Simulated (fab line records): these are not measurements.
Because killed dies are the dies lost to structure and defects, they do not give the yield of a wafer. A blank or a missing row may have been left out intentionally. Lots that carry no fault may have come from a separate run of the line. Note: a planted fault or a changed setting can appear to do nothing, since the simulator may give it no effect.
Matching of chambers || flow berkeleyCmos170 || 4 sister chambers for UCB170_FIELD_WET_ETCH_06 on wetBench-01
The step etches SiO2 in BOE, time 22 s. 14 wafers are shown with their chamber, then 7 later ones without.

== EACH WAFER AND ITS CHAMBER ==
{"wafer": "L074.1", "chamber": 3, "tempC (C)": 24.96}
{"wafer": "L074.2", "chamber": 3, "tempC (C)": 25.02}
{"wafer": "L074.6", "chamber": 3, "tempC (C)": 24.91}
{"wafer": "L075.1", "chamber": 1, "tempC (C)": 24.97}
{"wafer": "L075.2", "chamber": 1, "tempC (C)": 24.95}
{"wafer": "L075.4", "chamber": 1, "tempC (C)": 24.97}
{"wafer": "L080.2", "chamber": 3, "tempC (C)": 24.95}
{"wafer": "L080.4", "chamber": 3, "tempC (C)": 24.96}
{"wafer": "L080.5", "chamber": 3, "tempC (C)": 25.09}
{"wafer": "L082.1", "chamber": 0, "tempC (C)": 24.96}
{"wafer": "L082.4", "chamber": 0, "tempC (C)": 25.03}
{"wafer": "L082.5", "chamber": 0, "tempC (C)": 24.98}
{"wafer": "L085.1", "chamber": 2, "tempC (C)": 24.91}
{"wafer": "L085.4", "chamber": 2, "tempC (C)": 24.90}

SIGNATURES, as means of the wafers listed above
{"reading": "tempC", "chamber 0": 24.9900, "chamber 1": 24.9633, "chamber 2": 24.9050, "chamber 3": 24.9817, "scatter within a chamber": 0.0482}
Rule: distance of a wafer from a chamber = root of the sum over the readings of ((wafer's reading minus chamber's mean) / reading's scatter) squared. The wafer belongs to the nearest chamber; if the next one is less than 2 further off, it can't be placed. The scatter: take each reading less its chamber's mean, square it, sum over the shown wafers, divide by the number of wafers less the number of chambers, and take the root.

== WAFERS WITH NO CHAMBER GIVEN ==
{"wafer": "L085.6", "tempC (C)": 24.95}
{"wafer": "L090.3", "tempC (C)": 24.84}
{"wafer": "L090.4", "tempC (C)": 24.87}
{"wafer": "L090.6", "tempC (C)": 24.86}
{"wafer": "L092.1", "tempC (C)": 25.16}
{"wafer": "L092.4", "tempC (C)": 24.98}
{"wafer": "L092.6", "tempC (C)": 25.01}

== CHAMBER TAKEN BY EACH ==
{"wafer": "L085.6", "from the rows above": "can't be placed: 1 or 3 or 0 or 2", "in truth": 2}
{"wafer": "L090.3", "from the rows above": "can't be placed: 2 or 1 or 3 or 0", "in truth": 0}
{"wafer": "L090.4", "from the rows above": "can't be placed: 2 or 1 or 3 or 0", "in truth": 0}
{"wafer": "L090.6", "from the rows above": "can't be placed: 2 or 1 or 3 or 0", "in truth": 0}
{"wafer": "L092.1", "from the rows above": "can't be placed: 0 or 3 or 1 or 2", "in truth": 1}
{"wafer": "L092.4", "from the rows above": "can't be placed: 3 or 0 or 1 or 2", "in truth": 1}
{"wafer": "L092.6", "from the rows above": "can't be placed: 0 or 3 or 1 or 2", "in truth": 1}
Placed correctly: 0 of 7. From these rows, 7 cannot be placed; in 7 the true chamber is one of the candidates. Number placed wrongly: 0.
